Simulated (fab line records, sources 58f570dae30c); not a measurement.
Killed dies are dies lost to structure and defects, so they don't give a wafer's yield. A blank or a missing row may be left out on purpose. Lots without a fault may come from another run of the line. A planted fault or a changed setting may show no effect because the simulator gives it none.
Which tool did it? | flow berkeley_cmos170 | 14 lots, 42 wafers sampled, at 3 steps of a route of 331

WHAT THE GAUGES READ, wafer by wafer
UCB170_NVT_OVL_MEAS_06.
lot  | measured     | on         | NVT_OVL (nm)
L647 | day 6 00:29  | overlay-02 | -7 -3 1
L649 | day 6 08:50  | overlay-02 | -2 -2 -12
L650 | day 6 09:04  | overlay-01 | 2 -5 -6
L652 | day 7 03:51  | overlay-01 | - - -
L651 | day 7 04:07  | overlay-02 | - - -
L656 | day 7 14:42  | overlay-01 | 1 3 0
L654 | day 7 15:17  | overlay-01 | -2 -4 -7
L662 | day 9 20:01  | overlay-01 | 7 10 10
L665 | day 10 02:35 | overlay-01 | 0 3 -1
L663 | day 10 02:45 | overlay-01 | 7 5 4
L664 | day 10 02:56 | overlay-02 | 2 4 7
L667 | day 10 19:38 | overlay-02 | -3 -5 -3
L670 | day 11 10:06 | overlay-02 | 0 -4 -2
L669 | day 11 10:14 | overlay-01 | -4 2 6

UCB170_PVT_TW_MEAS_09.
lot  | measured     | on            | PVT_TW
L647 | day 6 03:01  | film_metro-03 | 504.5 505.2 507.7
L649 | day 6 10:35  | film_metro-03 | 504.0 506.8 508.1
L650 | day 6 11:11  | film_metro-04 | 505.2 506.3 505.2
L652 | day 7 06:46  | film_metro-04 | 639.7 639.0 640.7
L651 | day 7 06:31  | film_metro-04 | 639.3 640.5 639.5
L656 | day 7 19:59  | film_metro-04 | 506.5 508.0 505.3
L654 | day 7 20:07  | film_metro-03 | 505.2 506.5 505.7
L662 | day 9 22:38  | film_metro-03 | 507.3 508.3 508.4
L665 | day 10 04:25 | film_metro-03 | 504.7 507.8 507.2
L663 | day 10 05:01 | film_metro-03 | 507.2 507.7 504.7
L664 | day 10 05:15 | film_metro-03 | 506.9 507.0 509.4
L667 | day 10 22:15 | film_metro-03 | 505.8 506.4 505.2
L670 | day 11 12:59 | film_metro-04 | 506.6 506.6 510.4
L669 | day 11 13:13 | film_metro-03 | 505.2 507.9 506.5

WHICH TOOL RAN EACH LOT (tool, then ch and the chambers of the sampled wafers, then the start)
lot  | UCB170_NVT_COAT_01
L647 | litho_track-03 ch 0, day 5 22:47
L649 | litho_track-04 ch 0, day 6 08:02
L650 | litho_track-03 ch 0, day 6 08:06
L652 | litho_track-01, day 7 03:02
L651 | litho_track-03, day 7 03:05
L656 | litho_track-01 ch 0, day 7 13:54
L654 | litho_track-01 ch 0, day 7 14:19
L662 | litho_track-01 ch 0, day 9 18:58
L665 | litho_track-03 ch 0, day 10 01:38
L663 | litho_track-04 ch 0, day 10 01:49
L664 | litho_track-01 ch 0, day 10 02:01
L667 | litho_track-01 ch 0, day 10 18:35
L670 | litho_track-03 ch 0, day 11 08:48
L669 | litho_track-01 ch 0, day 11 08:52
- UCB170_NVT_COAT_01: resist thk 900 nm.

WHAT THE TOOLS THEMSELVES READ (means of the sampled wafers that have a number; where no wafer has one, the mark that the record gives instead)
UCB170_NVT_COAT_01.
lot  | tool           | chill_plate_temp_C (C) | dispense_pressure_kPa (kPa)
L647 | litho_track-03 | 22.95                  | 44
L649 | litho_track-04 | 22.95                  | 58
L650 | litho_track-03 | 23.01                  | 44
L652 | litho_track-01 | -                      | -
L651 | litho_track-03 | -                      | -
L656 | litho_track-01 | 22.98                  | 46
L654 | litho_track-01 | 22.96                  | 46
L662 | litho_track-01 | 22.97                  | 46
L665 | litho_track-03 | 22.98                  | 44
L663 | litho_track-04 | 22.92                  | 58
L664 | litho_track-01 | 22.76                  | 46
L667 | litho_track-01 | 23.05                  | 46
L670 | litho_track-03 | 22.86                  | 44
L669 | litho_track-01 | 23.03                  | 46

THE ANSWER, worked out from the rows above alone
Rule: what is usual is taken from the lots themselves. Put in order of their means at a reading, lots are off if they are a third of the lots or fewer, leave a main group of 4 or more, and stand apart from it by a gap of 3 or more times the standard deviation of the main group's means; of several such gaps the widest counts. A main group whose means are all the same, to the digits that the tables above print for the reading, isn't used. A lot without any number at a reading at which 4 lots or more have one is off too. The other lots that the step has rows for count as sound. The gauges are gone through in route order, then the tools' own readings, and for those a lot's mean is taken as printed above. The first step at which some lot is off is used, and at that step the reading that is off furthest; a lot without a number counts as furthest.
Off: L652, L651, at UCB170_NVT_OVL_MEAS_06 (NVT_OVL). Without a number there: L652, L651. The main group: mean 0 nm, standard deviation 4.2.
A tool fits if, at a process step before that reading, it ran every lot that is off, and no sound lot after the first of them. The gauges at UCB170_NVT_OVL_MEAS_06 aren't tried: what is off there is off at UCB170_PVT_TW_MEAS_09 too, on other tools, and a gauge's error can't cause that. None of those tried fits.

WHAT THE SIMULATOR HAD PUT IN
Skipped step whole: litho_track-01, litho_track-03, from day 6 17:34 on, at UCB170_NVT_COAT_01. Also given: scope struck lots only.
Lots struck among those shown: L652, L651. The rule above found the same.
